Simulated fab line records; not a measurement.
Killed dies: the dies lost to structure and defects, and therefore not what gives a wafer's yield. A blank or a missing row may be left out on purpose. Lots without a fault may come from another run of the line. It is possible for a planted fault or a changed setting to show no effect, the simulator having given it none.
8D (eight disciplines) problem report, filled in by code || flow berkeley_cmos170 || the parts of the form that need people (team, actions taken, sign-off) are left out

1. THE ISSUE
Wafers without a fault read 700.6 nm, standard deviation 1.3; cd_nm at UCB170_M2_CD_MEAS_15 reads a mean of 639.8 nm on 6 wafers belonging to 2 lots. That is -47 standard deviations from the usual mean.
The step: target cd 700 nm.
Seen first at day 10 00:01 on cd_sem-02, wafer L308.1. The record holds 42 wafers of 14 lots with a number at this step. Rule for "out" (also "out of limits"): further than 4 standard deviations from the usual mean. The rest of the wafers with a number are treated as sound.

2. WHAT IT IS, AND WHAT IT ISN'T
{"question": "which readings at this step", "is": "cd_nm", "is not": "-"}
{"question": "which lots", "is": "L308, L312", "is not": "L298, L299, L300, L301, L302, L303, L305, L311, L314, L317, L318, L321"}
{"question": "which wafers of those lots", "is": "all that have a number", "is not": "-"}
{"question": "read on which gauges", "is": "cd_sem-01, cd_sem-02", "is not": "-"}
{"question": "when", "is": "from day 10 00:01", "is not": "up to then (24 sound wafers); but 12 sound wafers of L314, L317, L318, L321 came after"}

3. SUSPECTS, AND WHAT RULES EACH OUT
Counting: a tool stays on the suspect list if, at a process step up to the reading, it processed all lots that are out and no sound lot following the first of them.
- ruled out: the gauge at UCB170_M2_CD_MEAS_15. 2 gauges (cd_sem-01, cd_sem-02) read the wafers that are out.
- litho_track-02 at UCB170_M2_SOFTBAKE_11 (time 60 s): kept. Every lot that is out went through it, starting with L308 (day 9 23:00), and after that it ran no sound lot; the last sound lot it ran before then is L305 (day 9 04:00). Its own heater_power_total_W, plate_temp_C readings are out on those wafers.
After counting, what remains is litho_track-02 at UCB170_M2_SOFTBAKE_11.

4. THE CAUSE (what the simulator had put in)
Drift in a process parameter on litho_track-02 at UCB170_M2_SOFTBAKE_11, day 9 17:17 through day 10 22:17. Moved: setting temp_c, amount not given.
The count eliminated every tool but this one.

5. THE EFFECT CHAIN, in route order
Each row: a reading where the mean over the struck wafers with a number is more than 3 standard deviations away from the usual. Only readings for which the record gives a usual standard deviation are gone through. hours: the time from each lot's start at the first step in this table that gives one to its start at this step, as a median over the lots. sigmas: the change in usual standard deviations.
{"hours": 0, "step": "UCB170_M2_SOFTBAKE_11", "reading": "heater_power_total_W", "usual": "56.80 W", "on struck wafers": 67.60, "change": "+10.80", "sigmas": "+99 or more"}
{"hours": 0, "step": "UCB170_M2_SOFTBAKE_11", "reading": "plate_temp_C", "usual": "130.00 C", "on struck wafers": 148.73, "change": "+18.73", "sigmas": "+99 or more"}
{"hours": 1, "step": "UCB170_M2_CD_MEAS_15", "reading": "cd_nm", "usual": "700.6 nm", "on struck wafers": 639.8, "change": -60.8, "sigmas": -47}
{"hours": 2, "step": "UCB170_M2_CD_MEAS_90", "reading": "cd_nm", "usual": "704 nm", "on struck wafers": 646, "change": -58, "sigmas": -18}
The process steps in it:
- UCB170_M2_SOFTBAKE_11: time 60 s.

6. WHAT WOULD HAVE CAUGHT IT SOONER
Counted from the fault's start at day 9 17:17, it took 7 hours until the first out-of-limits reading at a measuring or inspecting step in this record, taken at day 10 00:01.
Tool's own readings at UCB170_M2_SOFTBAKE_11, heater_power_total_W, plate_temp_C: out on all struck wafers the step has rows for; an alarm limit on them would have tripped on the first.
Among the 2 lots that are out, L312 began UCB170_M2_SOFTBAKE_11 on litho_track-02 after day 10 00:01. A hold on the tool at that time would have spared it.
